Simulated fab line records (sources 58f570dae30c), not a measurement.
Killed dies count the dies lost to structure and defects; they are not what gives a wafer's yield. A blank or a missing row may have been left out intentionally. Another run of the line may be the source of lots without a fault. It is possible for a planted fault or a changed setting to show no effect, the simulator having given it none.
fab line records	flow berkeley-cmos170
[record] lots = 5	wafers = 15	last-day = 11
route steps=331 shown FIELD@89 SACOX@97 SCREENOX@100 NVT@104
lots that met no fault: from a run of the same line without faults
start-h: start of the lot's first displayed wafer, in hours after the record's first day	wait-h: time in hours since the lot's previous step	" same as the row above	L1.1+2: a single row standing in for several wafers	- no value present, or no start provided	* or withheld: withheld	< > ~ a bound
route shown NAME@n: names a module that has steps shown in the file, with the first one's number in the route	usual: the fault-free wafers' mean and standard deviation	same: alike in all rows	chamber/n: place in a boat	sites: per-site readings	_std_site: their standard deviation	_edge_site: inner sites' mean taken away from outer sites' mean	radius-mm: for every site, how far away it sits from the centre of the wafer	mask NAME#n: copy n	behind: the last tool/chamber to shape the wafer	hold: what put the lot on hold/how long, in hours/how the hold closed	device: the n, p or np transistor that did not switch	end of line: the route-end tests of the same wafers	where a step has no rows: the recipe by itself	killed: not the wafer's yield, but the dies lost to structure and defects at the first sort	map: dies across one wafer; x = killed, . = not, _ = none there
set.NAME: the setting the step ran with; set.NAME@STEP: the setting that earlier step ran with	model.NAME: the simulator's own value behind a step, which no gauge read
certain route steps with their lots: each step a table, each wafer a row
services: the hour from which a tool's chamber was out of use, counted from the record's first day as start-h (under 0 if before that day), plus the number of hours and why
[[steps]]
[step UCB170_FIELD_CLEAN_00]
[recipe] chemistry = dHF	dilution = 25:1	time-s = 7.5
lot.wafer	tool	chamber	start-h	wait-h
L075.1+3+5	wet-bench-01	0	94.71	0.1
L083.4+5+6	wet-bench-01	0	131.87	1.9
L086.1+2+3	wet-bench-01	1	145.99	0.1
L091.4+5+6	wet-bench-02	2	161.99	0.1
L094.1+2+4	wet-bench-02	2	180.89	0.2
[step UCB170_FIELD_OXIDATION_01]
[recipe] temp-c = 1000	ambient = H2O	p-h2o-torr = 584.62	target-thk-a = 5583	ox-time-s = 7200
[usual] zone-power-centre-pct = 45/5.9
lot.wafer	tool	chamber	start-h	wait-h	zone-power-centre-pct
L075.1	furnace-01	0	96.73	2.0	41
L075.3	"	0	"	"	41
L075.5	"	0	"	"	41
L083.4	furnace-03	0	132.46	0.6	53
L083.5	"	0	"	"	52
L083.6	"	0	"	"	52
L086.1	furnace-02	0	149.00	3.0	40
L086.2	"	0	"	"	40
L086.3	"	0	"	"	40
L091.4	furnace-03	0	165.32	3.3	52
L091.5	"	0	"	"	53
L091.6	"	0	"	"	52
L094.1	furnace-03	0	183.41	2.5	52
L094.2	"	0	"	"	52
L094.4	"	0	"	"	53
[step UCB170_FIELD_THK_MEAS_02]
[recipe] reads = SiO2_of_FIELD_OXIDATION_01
[usual] FIELD_OXIDE_THK = 557/8.3
lot.wafer	tool	chamber	start-h	wait-h	FIELD_OXIDE_THK[nm]
L075.1	film-metro-04	-	99.73	0.0	565
L075.3	"	-	"	"	561
L075.5	"	-	"	"	557
L083.4	film-metro-04	-	135.55	0.1	556
L083.5	"	-	"	"	557
L083.6	"	-	"	"	550
L086.1	film-metro-01	-	152.00	0.0	555
L086.2	"	-	"	"	552
L086.3	"	-	"	"	553
L091.4	film-metro-04	-	168.40	0.1	563
L091.5	"	-	"	"	571
L091.6	"	-	"	"	569
L094.1	film-metro-04	-	186.41	0.0	559
L094.2	"	-	"	"	566
L094.4	"	-	"	"	560
[step UCB170_FIELD_ANNEAL_03]
[recipe] temp-c = 1000	time-s = 1200	ambient = N2
[usual] zone-power-centre-pct = 45/6
lot.wafer	tool	chamber	start-h	wait-h	zone-power-centre-pct
L075.1	furnace-03	0	101.01	1.3	52
L075.3	"	0	"	"	52
L075.5	"	0	"	"	53
L083.4	furnace-02	0	138.65	3.1	41
L083.5	"	0	"	"	39
L083.6	"	0	"	"	40
L086.1	furnace-02	0	154.69	2.7	40
L086.2	"	0	"	"	40
L086.3	"	0	"	"	41
L091.4	furnace-03	0	169.57	1.2	52
L091.5	"	0	"	"	52
L091.6	"	0	"	"	53
L094.1	furnace-03	0	187.74	1.3	52
L094.2	"	0	"	"	53
L094.4	"	0	"	"	51
[step UCB170_FIELD_WET_ETCH_04]
[recipe] chemistry = dHF	dilution = 10:1	target = SiO2	temp-c = 25	time-s = 60
lot.wafer	tool	chamber	start-h	wait-h
L075.1+3+5	wet-bench-01	2	102.47	0.1
L083.4+5+6	wet-bench-02	1	139.99	0.0
L086.1+2+3	wet-bench-01	0	156.23	0.2
L091.4+5+6	wet-bench-02	0	171.47	0.6
L094.1+2+4	wet-bench-01	2	189.07	0.0
[step UCB170_FIELD_WET_ETCH_05]
[recipe] chemistry = H3PO4	target = Si3N4	temp-c = 160	time-s = 12600
lot.wafer	tool	chamber	start-h	wait-h
L075.1+3+5	wet-bench-01	3	102.67	0.2
L083.4+5+6	wet-bench-01	0	140.01	0.0
L086.1+2+3	wet-bench-04	3	156.28	0.0
L091.4+5+6	wet-bench-04	3	171.74	0.2
L094.1+2+4	wet-bench-02	1	189.10	0.0
[step UCB170_FIELD_WET_ETCH_06]
[recipe] chemistry = BOE	dilution = 5:1	target = SiO2	temp-c = 25	time-s = 23.07
lot.wafer	tool	chamber	start-h	wait-h
L075.1+3+5	wet-bench-02	3	106.18	0.0
L083.4+5+6	wet-bench-01	2	143.84	0.0
L086.1+2+3	wet-bench-02	3	160.11	0.0
L091.4+5+6	wet-bench-01	2	175.24	0.0
L094.1+2+4	wet-bench-01	0	192.65	0.0
[step UCB170_FIELD_THK_MEAS_90]
[recipe] reads = SiO2_of_FIELD_OXIDATION_01
[usual] FIELD_OXIDE_LEFT_1_THK = 441/8.2
lot.wafer	tool	chamber	start-h	wait-h	FIELD_OXIDE_LEFT_1_THK[nm]
L075.1	film-metro-04	-	106.23	0.0	448
L075.3	"	-	"	"	444
L075.5	"	-	"	"	440
L083.4	film-metro-01	-	143.90	0.0	438
L083.5	"	-	"	"	440
L083.6	"	-	"	"	433
L086.1	film-metro-04	-	160.12	0.0	440
L086.2	"	-	"	"	436
L086.3	"	-	"	"	438
L091.4	film-metro-01	-	175.29	0.0	444
L091.5	"	-	"	"	453
L091.6	"	-	"	"	451
L094.1	film-metro-04	-	192.67	0.0	441
L094.2	"	-	"	"	450
L094.4	"	-	"	"	444
[step UCB170_SACOX_CLEAN_00]
[recipe] chemistry = dHF	dilution = 25:1	time-s = 7.5
lot.wafer	tool	chamber	start-h	wait-h
L075.1+3+5	wet-bench-01	2	106.29	0.1
L083.4+5+6	wet-bench-03	1	143.93	0.0
L086.1+2+3	wet-bench-01	1	160.18	0.1
L091.4+5+6	wet-bench-01	0	175.32	0.0
L094.1+2+4	wet-bench-01	0	192.84	0.2
[step UCB170_SACOX_OXIDATION_01]
[recipe] temp-c = 900	ambient = O2	target-thk-a = 144	ox-time-s = 2400
[usual] zone-power-centre-pct = 35.2/0.69
lot.wafer	tool	chamber	start-h	wait-h	zone-power-centre-pct
L075.1	furnace-02	0	111.12	4.8	35.5
L075.3	"	0	"	"	35.8
L075.5	"	0	"	"	35.3
L083.4	furnace-04	0	147.60	3.7	34.6
L083.5	"	0	"	"	34.4
L083.6	"	0	"	"	34.3
L086.1	furnace-02	0	163.29	3.1	35.9
L086.2	"	0	"	"	35.7
L086.3	"	0	"	"	36.1
L091.4	furnace-04	0	176.57	1.2	34.4
L091.5	"	0	"	"	34.3
L091.6	"	0	"	"	34.2
L094.1	furnace-02	0	196.09	3.2	35.3
L094.2	"	0	"	"	35.2
L094.4	"	0	"	"	35.8
[step UCB170_SACOX_THK_MEAS_02]
[recipe] reads = SiO2_of_SACOX_OXIDATION_01
[usual] SACOX_OXIDE_THK = 14.38/0.27
lot.wafer	tool	chamber	start-h	wait-h	SACOX_OXIDE_THK[nm]
L075.1	film-metro-02	-	112.79	0.0	14.23
L075.3	"	-	"	"	14.24
L075.5	"	-	"	"	14.36
L083.4	film-metro-03	-	149.30	0.0	14.17
L083.5	"	-	"	"	14.41
L083.6	"	-	"	"	14.36
L086.1	film-metro-04	-	164.95	0.0	14.74
L086.2	"	-	"	"	14.85
L086.3	"	-	"	"	14.76
L091.4	film-metro-03	-	178.27	0.0	14.67
L091.5	"	-	"	"	14.40
L091.6	"	-	"	"	14.32
L094.1	film-metro-03	-	197.75	0.0	14.57
L094.2	"	-	"	"	14.61
L094.4	"	-	"	"	14.38
[step UCB170_SCREENOX_WET_ETCH_00]
[recipe] chemistry = dHF	dilution = 25:1	target = SiO2	temp-c = 25	time-s = 200
lot.wafer	tool	chamber	start-h	wait-h
L075.1+3+5	wet-bench-01	0	112.85	0.1
L083.4+5+6	wet-bench-03	1	149.33	0.0
L086.1+2+3	wet-bench-01	1	165.01	0.1
L091.4+5+6	wet-bench-01	2	178.30	0.0
L094.1+2+4	wet-bench-01	2	197.81	0.1
[step UCB170_SCREENOX_OXIDATION_01]
[recipe] temp-c = 900	ambient = O2	target-thk-a = 144	ox-time-s = 2400
[usual] zone-power-centre-pct = 41/5.7
lot.wafer	tool	chamber	start-h	wait-h	zone-power-centre-pct
L075.1	furnace-03	0	115.27	2.4	46
L075.3	"	0	"	"	46
L075.5	"	0	"	"	46
L083.4	furnace-03	0	151.16	1.8	45
L083.5	"	0	"	"	46
L083.6	"	0	"	"	46
L086.1	furnace-04	0	167.30	2.2	34
L086.2	"	0	"	"	34
L086.3	"	0	"	"	35
L091.4	furnace-02	0	179.59	1.2	35
L091.5	"	0	"	"	35
L091.6	"	0	"	"	36
L094.1	furnace-03	0	202.32	4.4	46
L094.2	"	0	"	"	46
L094.4	"	0	"	"	46
[step UCB170_SCREENOX_THK_MEAS_02]
[recipe] reads = SiO2_of_SCREENOX_OXIDATION_01
[usual] SCREENOX_OXIDE_THK = 14.36/0.2
lot.wafer	tool	chamber	start-h	wait-h	SCREENOX_OXIDE_THK[nm]
L075.1	film-metro-02	-	116.94	0.0	14.11
L075.3	"	-	"	"	14.10
L075.5	"	-	"	"	14.23
L083.4	film-metro-01	-	152.85	0.0	14.33
L083.5	"	-	"	"	14.48
L083.6	"	-	"	"	14.50
L086.1	film-metro-03	-	168.97	0.0	14.69
L086.2	"	-	"	"	14.43
L086.3	"	-	"	"	14.80
L091.4	film-metro-03	-	181.28	0.0	14.28
L091.5	"	-	"	"	14.57
L091.6	"	-	"	"	14.52
L094.1	film-metro-02	-	203.99	0.0	14.20
L094.2	"	-	"	"	14.16
L094.4	"	-	"	"	14.52
[step UCB170_SCREENOX_ANNEAL_03]
[recipe] temp-c = 900	time-s = 900	ambient = N2
[usual] zone-power-centre-pct = 38/5.1
lot.wafer	tool	chamber	start-h	wait-h	zone-power-centre-pct
L075.1	furnace-03	0	118.44	1.5	46
L075.3	"	0	"	"	46
L075.5	"	0	"	"	46
L083.4	furnace-03	0	155.57	2.7	45
L083.5	"	0	"	"	47
L083.6	"	0	"	"	46
L086.1	furnace-02	0	170.24	1.3	35
L086.2	"	0	"	"	36
L086.3	"	0	"	"	36
L091.4	furnace-02	0	184.09	2.8	36
L091.5	"	0	"	"	36
L091.6	"	0	"	"	35
L094.1	furnace-02	0	210.70	6.7	35
L094.2	"	0	"	"	35
L094.4	"	0	"	"	36
[step UCB170_NVT_HMDS_00]
[recipe] prime-time-s = 60	prime-temp-c = 100
[usual] chill-plate-temp-C = 22.97/0.11
lot.wafer	tool	chamber	start-h	wait-h	chill-plate-temp-C
L075.1	litho-track-03	0	119.85	0.2	22.92
L075.3	"	0	"	"	22.91
L075.5	"	0	"	"	22.69
L083.4	litho-track-03	0	157.08	0.3	22.81
L083.5	"	0	"	"	22.87
L083.6	"	0	"	"	22.81
L086.1	litho-track-02	0	171.91	0.4	23.01
L086.2	"	0	"	"	23.11
L086.3	"	0	"	"	22.97
L091.4	litho-track-01	0	185.41	0.1	23.06
L091.5	"	0	"	"	22.92
L091.6	"	0	"	"	23.00
L094.1	litho-track-02	0	211.95	0.0	23.01
L094.2	"	0	"	"	23.16
L094.4	"	0	"	"	22.95
[step UCB170_NVT_COAT_01]
[recipe] resist = KrF	spin-rpm = 1500	resist-thk-nm = 900
[usual] chill-plate-temp-C = 22.99/0.12
lot.wafer	tool	chamber	start-h	wait-h	chill-plate-temp-C
L075.1	litho-track-03	0	120.00	0.1	23.11
L075.3	"	0	"	"	23.07
L075.5	"	0	"	"	22.94
L083.4	litho-track-03	0	157.23	0.1	23.04
L083.5	"	0	"	"	22.87
L083.6	"	0	"	"	22.97
L086.1	litho-track-02	0	172.06	0.1	22.94
L086.2	"	0	"	"	23.07
L086.3	"	0	"	"	23.17
L091.4	litho-track-01	0	185.56	0.1	23.16
L091.5	"	0	"	"	23.24
L091.6	"	0	"	"	23.06
L094.1	litho-track-02	0	212.10	0.1	22.95
L094.2	"	0	"	"	22.98
L094.4	"	0	"	"	22.81
[step UCB170_NVT_SOFTBAKE_02]
[recipe] resist = KrF	temp-c = 130	time-s = 60
[usual] chill-plate-temp-C = 22.99/0.11
lot.wafer	tool	chamber	start-h	wait-h	chill-plate-temp-C
L075.1	litho-track-03	0	120.15	0.1	23.18
L075.3	"	0	"	"	23.11
L075.5	"	0	"	"	23.00
L083.4	litho-track-03	0	157.38	0.1	22.99
L083.5	"	0	"	"	22.92
L083.6	"	0	"	"	23.06
L086.1	litho-track-02	0	172.21	0.1	22.90
L086.2	"	0	"	"	22.79
L086.3	"	0	"	"	22.88
L091.4	litho-track-01	0	185.71	0.1	23.16
L091.5	"	0	"	"	22.96
L091.6	"	0	"	"	23.23
L094.1	litho-track-02	0	212.25	0.1	23.01
L094.2	"	0	"	"	23.10
L094.4	"	0	"	"	23.02
[step UCB170_NVT_EXPOSE_03]
[recipe] mask-id = PWELL	target-cd-nm = 3000	na = 0.5	sigma-outer = 0.6	source-shape = conventional	dose-mj = 30
[same] na = 0.5
lot.wafer	tool	chamber	start-h	wait-h	mask
L075.1+3+5	krf-scanner-02	0	120.30	0.1	PWELL#0
L083.4+5+6	krf-scanner-01	0	157.61	0.2	PWELL#0
L086.1+2+3	krf-scanner-02	0	172.48	0.2	PWELL#0
L091.4+5+6	krf-scanner-01	0	185.85	0.1	PWELL#0
L094.1+2+4	krf-scanner-02	0	212.53	0.2	PWELL#0
[step UCB170_NVT_PEB_04]
[recipe] peb-temp-c = 130	peb-time-s = withheld	resist = KrF
[usual] chill-plate-temp-C = 23.01/0.095
lot.wafer	tool	chamber	start-h	wait-h	chill-plate-temp-C
L075.1	litho-track-03	0	120.75	0.4	22.92
L075.3	"	0	"	"	22.99
L075.5	"	0	"	"	22.93
L083.4	litho-track-01	0	157.91	0.3	23.03
L083.5	"	0	"	"	23.09
L083.6	"	0	"	"	22.96
L086.1	litho-track-01	0	172.73	0.2	23.15
L086.2	"	0	"	"	23.14
L086.3	"	0	"	"	23.12
L091.4	litho-track-01	0	186.31	0.4	22.98
L091.5	"	0	"	"	23.10
L091.6	"	0	"	"	22.99
L094.1	litho-track-03	0	212.65	0.1	22.95
L094.2	"	0	"	"	23.04
L094.4	"	0	"	"	22.93
[step UCB170_NVT_DEVELOP_05]
[recipe] developer = TMAH	develop-time-s = 45	resist = KrF	dev-temp-c = 21
[usual] chill-plate-temp-C = 23.02/0.095	developer-temp-C = 21.00/0.092
lot.wafer	tool	chamber	start-h	wait-h	chill-plate-temp-C	developer-temp-C
L075.1	litho-track-03	0	-	-	22.98	21.07
L075.3	"	0	"	"	23.00	20.97
L075.5	"	0	"	"	23.13	20.89
L083.4	litho-track-01	0	-	-	22.92	21.12
L083.5	"	0	"	"	22.92	21.14
L083.6	"	0	"	"	23.04	21.19
L086.1	litho-track-01	0	-	-	23.18	21.07
L086.2	"	0	"	"	23.08	21.00
L086.3	"	0	"	"	23.10	21.02
L091.4	litho-track-01	0	-	-	23.15	20.93
L091.5	"	0	"	"	22.99	20.80
L091.6	"	0	"	"	23.11	20.90
L094.1	litho-track-03	0	-	-	22.99	21.06
L094.2	"	0	"	"	23.03	20.95
L094.4	"	0	"	"	23.03	20.89
[step UCB170_NVT_OVL_MEAS_06]
[usual] NVT_OVL = 3/5
lot.wafer	tool	chamber	start-h	wait-h	NVT_OVL[nm]
L075.1	overlay-01	-	121.03	-	2
L075.3	"	-	"	"	1
L075.5	"	-	"	"	-1
L083.4	overlay-01	-	158.13	-	11
L083.5	"	-	"	"	8
L083.6	"	-	"	"	15
L086.1	overlay-01	-	173.01	-	4
L086.2	"	-	"	"	3
L086.3	"	-	"	"	2
L091.4	overlay-01	-	186.53	-	1
L091.5	"	-	"	"	-2
L091.6	"	-	"	"	1
L094.1	overlay-02	-	212.92	-	3
L094.2	"	-	"	"	-3
L094.4	"	-	"	"	1
[step UCB170_NVT_IMPLANT_07]
[recipe] species = BF2	dose-cm2 = 3e+12	energy-kev = 50	tilt-deg = 6.711
[usual] tilt-deg = 6.710/0.019
lot.wafer	tool	chamber	start-h	wait-h	tilt-deg
L075.1	implanter-04	0	121.06	0.0	6.703
L075.3	"	0	"	"	6.713
L075.5	"	0	"	"	6.704
L083.4	implanter-03	0	158.22	0.1	6.698
L083.5	"	0	"	"	6.690
L083.6	"	0	"	"	6.722
L086.1	implanter-04	0	173.04	0.0	6.697
L086.2	"	0	"	"	6.683
L086.3	"	0	"	"	6.705
L091.4	implanter-03	0	186.62	0.1	6.710
L091.5	"	0	"	"	6.692
L091.6	"	0	"	"	6.715
L094.1	implanter-04	0	212.96	0.0	6.748
L094.2	"	0	"	"	6.719
L094.4	"	0	"	"	6.712
[step UCB170_NVT_STRIP_08]
[recipe] chemistry = O2	power-w = 400	pressure-mtorr = 3500	platen-temp-c = withheld	o2-flow-sccm = 400	overash-fraction = 0.5
[usual] drypump-motor-current-A = 5.5/0.56	o2-flow-sccm = 400.1/1.3	oes-product-au = 0.735/0.0046	strip-time-to-endpoint-s = 21.63/0.063
lot.wafer	tool	chamber	start-h	wait-h	drypump-motor-current-A	o2-flow-sccm	oes-product-au	rf-hours-counter-h	strip-time-to-endpoint-s
L075.1	plasma-asher-04	0	121.21	0.1	4.6	400.0	0.742	41	21.69
L075.3	"	1	"	"	5.3	401.4	0.733	-	21.66
L075.5	"	0	"	"	4.6	398.4	0.728	-	21.62
L083.4	plasma-asher-02	0	158.33	0.1	5.8	397.6	0.737	-	21.61
L083.5	"	0	"	"	5.8	400.8	0.734	-	21.55
L083.6	"	1	"	"	6.3	401.0	0.741	-	21.52
L086.1	plasma-asher-04	0	173.19	0.1	4.6	399.4	0.739	47	21.67
L086.2	"	1	"	"	5.3	398.3	0.744	47	21.61
L086.3	"	0	"	"	4.6	399.0	0.730	-	21.61
L091.4	plasma-asher-04	1	186.73	0.1	5.3	399.0	0.736	-	21.54
L091.5	"	0	"	"	4.6	400.8	0.735	-	21.58
L091.6	"	1	"	"	5.3	401.8	0.731	-	21.58
L094.1	plasma-asher-03	0	213.11	0.1	6.1	398.1	0.742	44	21.65
L094.2	"	1	"	"	5.7	400.8	0.742	44	21.71
L094.4	"	0	"	"	6.1	398.8	0.730	-	21.64
[[services]]
tool	chamber	start-h	hours	kind
plasma-asher-04	-	79.56	1.8	repair
plasma-asher-04	-	84.51	0.8	repair
krf-scanner-02	-	85.89	1.0	pm
implanter-04	-	86.54	3.2	pm
krf-scanner-01	-	90.48	0.8	pm
krf-scanner-02	-	93.69	5.6	repair
krf-scanner-02	-	94.47	2.7	repair
implanter-04	-	102.15	2.2	repair
furnace-02	-	104.08	4.4	pm
implanter-03	-	105.46	20.9	pm
furnace-04	-	107.83	3.5	pm
krf-scanner-01	-	114.82	1.0	pm
krf-scanner-01	-	119.88	36.0	pm
krf-scanner-02	-	154.75	3.7	repair
krf-scanner-02	-	158.40	0.8	pm
krf-scanner-01	-	163.39	0.8	pm
krf-scanner-02	-	165.10	0.6	repair
krf-scanner-01	-	172.29	1.3	pm
plasma-asher-04	-	174.07	3.2	repair
krf-scanner-02	-	176.28	0.1	repair
krf-scanner-02	-	179.69	8.9	repair
furnace-04	-	197.27	14.5	pm
krf-scanner-02	-	204.16	3.3	repair
implanter-04	-	204.36	8.1	pm
[[key]]
fault none
